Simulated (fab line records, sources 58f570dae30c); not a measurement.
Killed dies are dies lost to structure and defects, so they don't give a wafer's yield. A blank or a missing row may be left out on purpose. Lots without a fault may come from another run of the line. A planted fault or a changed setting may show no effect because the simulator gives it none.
Which tool did it? | flow berkeley_cmos170 | 7 lots, 21 wafers sampled, at 1 step of a route of 331

WHAT THE GAUGES READ, wafer by wafer
UCB170_SACOX_THK_MEAS_02.
lot  | measured     | on            | SACOX_OXIDE_THK (nm)
L870 | day 6 09:35  | film_metro-01 | 14.36 14.38 14.47
L872 | day 6 22:58  | film_metro-01 | 14.08 14.33 14.08
L874 | day 7 11:01  | film_metro-01 | 14.62 14.44 14.51
L880 | day 8 06:50  | film_metro-04 | 14.71 14.48 14.67
L884 | day 8 18:56  | film_metro-01 | 14.01 13.81 13.83
L887 | day 9 18:44  | film_metro-01 | 14.30 14.11 14.55
L890 | day 10 17:37 | film_metro-03 | 14.58 14.51 14.38

WHICH TOOL RAN EACH LOT (tool, then ch and the chambers of the sampled wafers, then the start)
The record holds no process step before these readings.

THE ANSWER, worked out from the rows above alone
Rule: what is usual is taken from the lots themselves. Put in order of their means at a reading, lots are off if they are a third of the lots or fewer, leave a main group of 4 or more, and stand apart from it by a gap of 3 or more times the standard deviation of the main group's means; of several such gaps the widest counts. A main group whose means are all the same, to the digits that the tables above print for the reading, isn't used. A lot without any number at a reading at which 4 lots or more have one is off too. The other lots that the step has rows for count as sound.
No lot is off at any reading shown: from this, nothing can be told.

WHAT THE SIMULATOR HAD PUT IN
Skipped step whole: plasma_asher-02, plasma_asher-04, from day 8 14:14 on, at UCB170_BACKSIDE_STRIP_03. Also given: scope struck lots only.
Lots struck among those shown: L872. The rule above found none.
